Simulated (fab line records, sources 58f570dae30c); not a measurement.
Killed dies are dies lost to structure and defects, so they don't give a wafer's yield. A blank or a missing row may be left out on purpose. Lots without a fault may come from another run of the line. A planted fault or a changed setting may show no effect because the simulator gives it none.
Problem report in the 8D (eight disciplines) form, filled by code | flow berkeley_cmos170 | the parts of the form that need people (team, actions taken, sign-off) are left out

1. THE PROBLEM
developer_temp_C at UCB170_NLDD_DEVELOP_05 reads a mean of 21.76 C on 9 wafers of 3 lots; wafers without a fault read 20.98 C with a standard deviation of 0.11. That is +7.1 standard deviations from the usual mean.
The step: develop time 45 s.
First seen on wafer L785.3, day 9 05:00, on litho_track-02. The record holds 45 wafers of 15 lots with a number at this step. Rule for "out", or "out of limits": more than 4 standard deviations from the usual mean. The other wafers with a number count as sound.

2. WHAT IT IS AND WHAT IT IS NOT
question                    | is                     | is not
which readings at this step | developer_temp_C       | -
which lots                  | L785, L786, L787       | L776, L777, L778, L779, L780, L783, L791, L792, L794, L795, L796, L797
which wafers of those lots  | all that have a number | -
read on which tools         | litho_track-02         | litho_track-01, litho_track-04
when                        | from day 9 05:00       | up to then (18 sound wafers); but 18 sound wafers of L791, L792, L794, L795, L796, L797 came after

3. SUSPECTS, AND WHAT RULES EACH OUT
Counting: a tool at a process step up to the reading stays a suspect if it ran every lot that is out and no sound lot after the first of them.
- litho_track-02 at UCB170_NLDD_DEVELOP_05 (develop time 45 s): kept. It ran every lot that is out, first L785 (day 9 05:00), and no sound lot after that; its last sound lot up to then is L783 (day 9 05:00). Its own readings are out on those wafers: developer_temp_C.
Left after counting: litho_track-02 at UCB170_NLDD_DEVELOP_05.

4. THE CAUSE (what the simulator had put in)
Process parameter drift: litho_track-02, from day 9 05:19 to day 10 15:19, at UCB170_NLDD_DEVELOP_05. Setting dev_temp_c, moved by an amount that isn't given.
Counting left only this tool.

5. THE CHAIN OF EFFECTS, in route order
Each row: a reading whose mean over the struck wafers that have a number lies more than 3 standard deviations from the usual. Only readings for which the record gives a usual standard deviation are gone through. hours: the time from each lot's start at the first step in this table that gives one to its start at this step, as a median over the lots. sigmas: the change in usual standard deviations.
hours | step                   | reading          | usual   | on struck wafers | change | sigmas
0     | UCB170_NLDD_DEVELOP_05 | developer_temp_C | 20.98 C | 21.76            | +0.78  | +7.1
The process steps in it:
- UCB170_NLDD_DEVELOP_05: develop time 45 s.

6. WHAT WOULD HAVE CAUGHT IT SOONER
In this record the first reading out of limits was taken at day 9 05:00.
